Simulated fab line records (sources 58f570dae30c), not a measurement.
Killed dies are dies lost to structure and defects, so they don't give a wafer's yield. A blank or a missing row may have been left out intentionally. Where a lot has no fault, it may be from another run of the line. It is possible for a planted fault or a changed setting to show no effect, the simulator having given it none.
fab line records	flow berkeleyCmos170
record: lots: 14	wafers: 42	lastDay: 13
route steps=331 shown NSD@198
lots that met no fault: from a run of the same line without faults
startH: the number of hours between the record's first day and the start of the first shown wafer of the lot	waitH: hours from the lot's prior step to this one	" as in the row above	L1.1+2: one row covering several wafers at once	- no value present, or no start provided	* or withheld: withheld	< > ~ a bound
route shown NAME@n: NAME is a module with steps in the file, n the number in the route of the first one	usual: mean/standard deviation of fault-free wafers	same: alike in all rows	chamber/n: place in a boat	sites: the reading at each site	_std_site: standard deviation across them	_edge_site: inner sites' mean taken away from outer sites' mean	radiusMm: how far each site lies from the wafer's centre	mask NAME#n: copy n	behind: the tool/chamber that last shaped the wafer	hold: why the lot was held/for how many hours/how that ended	device: the transistor (n, p or np) that didn't switch	end of line: at the end of the route, the tests of the same wafers	a step without rows: its recipe alone	killed: dies lost to structure and defects at the first sort, not the wafer's yield	map: the dies of a wafer, with x for killed, . for not killed, _ for no die there
set.NAME: setting as actually run; set.NAME@STEP: the setting as run at that earlier step	model.NAME: the simulator's own value behind a step, which no gauge read
the route's steps for a sample of lots (tables are steps, rows are wafers)
services: when a tool's chamber went out of use (startH, in hours from the record's first day, below 0 if earlier), for how many hours, and the reason
== steps ==
step: UCB170_NSD_CLEAN_11
recipe: chemistry: SPM	tempC: 120	timeS: 600
usual: bathGuardTempC: 119.8/0.59	bathHeatDutyPct: 13.6/1.7	tempC: 120.00/0.12
lot.wafer	tool	chamber	startH	waitH	bathGuardTempC	bathHeatDutyPct	tempC
L801.2	wetBench-02	2	173.64	0.0	118.9	11.3	120.05
L801.3	"	2	"	"	118.5	11.6	119.97
L801.6	"	2	"	"	119.0	11.6	120.02
L805.1	wetBench-04	2	199.36	0.1	120.3	13.7	119.94
L805.2	"	2	"	"	121.1	14.7	119.96
L805.4	"	2	"	"	121.0	14.6	119.93
L806.3	wetBench-02	2	199.55	0.0	118.9	12.5	120.03
L806.5	"	2	"	"	119.0	12.0	120.01
L806.6	"	2	"	"	118.9	11.4	120.11
L808.2	wetBench-04	2	199.82	0.0	120.7	15.8	119.83
L808.3	"	2	"	"	120.7	14.1	119.78
L808.4	"	2	"	"	121.0	14.6	120.09
L809.1	wetBench-02	1	199.94	0.1	119.5	11.8	119.81
L809.4	"	1	"	"	119.5	14.5	120.03
L809.6	"	1	"	"	119.8	12.3	119.82
L811.2	wetBench-02	2	227.99	0.0	118.7	11.9	120.06
L811.4	"	2	"	"	118.8	11.7	120.05
L811.6	"	2	"	"	118.8	11.7	119.99
L814.1	wetBench-02	0	245.50	0.2	119.7	15.3	120.11
L814.2	"	0	"	"	119.9	15.1	120.10
L814.3	"	0	"	"	119.7	15.7	120.02
L816.3	wetBench-03	1	259.18	0.2	-	-	-
L816.4	"	1	"	"	-	-	-
L816.5	"	1	"	"	-	-	-
L817.1	wetBench-03	2	259.36	0.1	-	-	-
L817.4	"	2	"	"	-	-	-
L817.6	"	2	"	"	-	-	-
L819.2	wetBench-03	1	270.69	0.0	119.7	16.5	119.79
L819.3	"	1	"	"	119.8	13.4	119.82
L819.6	"	1	"	"	119.8	14.7	119.94
L818.3	wetBench-02	0	270.96	0.0	119.7	16.8	120.19
L818.4	"	0	"	"	119.6	16.9	120.09
L818.6	"	0	"	"	119.8	15.9	119.99
L821.2	wetBench-03	1	271.17	0.0	119.9	14.1	119.99
L821.4	"	1	"	"	119.9	14.2	119.85
L821.6	"	1	"	"	119.7	14.7	120.13
L820.1	wetBench-02	2	271.41	0.1	118.8	11.3	120.16
L820.4	"	2	"	"	118.5	11.9	120.16
L820.5	"	2	"	"	118.7	11.1	120.11
L822.4	wetBench-03	0	291.15	0.0	120.2	12.5	120.09
L822.5	"	0	"	"	120.3	13.5	120.30
L822.6	"	0	"	"	120.0	13.4	120.22
== services ==
tool	chamber	startH	hours	kind
wetBench-02	-	184.02	5.8	repair
wetBench-04	-	215.29	12.2	repair
== key ==
firstSign: step: UCB170_NSD_CLEAN_11	reading: toolRecord	direction: missing
effect none on later readings
metAt UCB170_NSD_CLEAN_11
struckLots L816,L817
testerLeftOut L816,L817
fault: kind: skippedStepWhole	tool: wetBench-03	chamber: -	onsetH: 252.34	steps: UCB170_NSD_CLEAN_11	scope: struckLotsOnly
testerLeftOut: of these lots the tester's yield and bins aren't shown, on N5 and GAA mostly nor the transistor test; their killed dies are dies lost to structure and defects alone, not to doping, threshold or leakage, so they don't give the yield
